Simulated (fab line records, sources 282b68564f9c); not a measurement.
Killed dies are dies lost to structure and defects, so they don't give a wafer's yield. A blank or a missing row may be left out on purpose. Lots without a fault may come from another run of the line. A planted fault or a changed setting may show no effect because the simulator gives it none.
Problem report in the 8D (eight disciplines) form, filled by code | flow rit_cmos | the parts of the form that need people (team, actions taken, sign-off) are left out

1. THE PROBLEM
rf_fwd_power_W at RIT_CONTACT_ETCH_11 reads a mean of 299.9 W on 6 wafers of 2 lots; wafers without a fault read 199.6 W with a standard deviation of 0.65. That is +99 or more standard deviations from the usual mean.
The step: etches SiO2 in CHF3/CF4/Ar, stops on TiSi2, target depth 480 nm, time 320 s.
First seen on wafer L499.1, day 5 21:46, on rie_diel-02. The record holds 18 wafers of 6 lots with a number at this step. Rule for "out", or "out of limits": more than 4 standard deviations from the usual mean. The other wafers with a number count as sound.

2. WHAT IT IS AND WHAT IT IS NOT
question                    | is                     | is not
which readings at this step | rf_fwd_power_W         | drypump_motor_current_A, throttle_valve_pct
which lots                  | L499, L502             | L488, L495, L504, L509
which wafers of those lots  | all that have a number | -
read on which tools         | rie_diel-02            | rie_diel-03, rie_diel-04
when                        | from day 5 21:46       | up to then (6 sound wafers); but 6 sound wafers of L504, L509 came after

3. SUSPECTS, AND WHAT RULES EACH OUT
Counting: a tool at a process step up to the reading stays a suspect if it ran every lot that is out and no sound lot after the first of them.
- pecvd-02 at RIT_CONTACT_CVD_00 (deposits SiO2 from TEOS, target thk 400 nm, time 58.18 s): kept. It ran every lot that is out, first L499 (day 5 20:19), and no sound lot after that.
- rie_diel-02 at RIT_CONTACT_ETCH_11 (etches SiO2 in CHF3/CF4/Ar, stops on TiSi2, target depth 480 nm, time 320 s): kept. It ran every lot that is out, first L499 (day 5 21:46), and no sound lot after that; its last sound lot up to then is L495 (day 5 00:19). Its own readings are out on those wafers: rf_fwd_power_W.
Left after counting: pecvd-02 at RIT_CONTACT_CVD_00, rie_diel-02 at RIT_CONTACT_ETCH_11.

4. THE CAUSE (what the simulator had put in)
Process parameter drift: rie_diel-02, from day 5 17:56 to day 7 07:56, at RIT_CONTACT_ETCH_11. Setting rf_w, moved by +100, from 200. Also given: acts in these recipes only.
Counting left 2 suspects, and this tool is among them.

5. THE CHAIN OF EFFECTS, in route order
Each row: a reading whose mean over the struck wafers that have a number lies more than 3 standard deviations from the usual. Only readings for which the record gives a usual standard deviation are gone through. hours: the time from each lot's start at the first step in this table that gives one to its start at this step, as a median over the lots. sigmas: the change in usual standard deviations.
hours | step                | reading        | usual   | on struck wafers | change | sigmas
0     | RIT_CONTACT_ETCH_11 | rf_fwd_power_W | 199.6 W | 299.9            | +100.3 | +99 or more
The process steps in it:
- RIT_CONTACT_ETCH_11: etches SiO2 in CHF3/CF4/Ar, stops on TiSi2, target depth 480 nm, time 320 s.

6. WHAT WOULD HAVE CAUGHT IT SOONER
In this record the first reading out of limits was taken at day 5 21:46, 4 hours after the fault began at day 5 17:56.
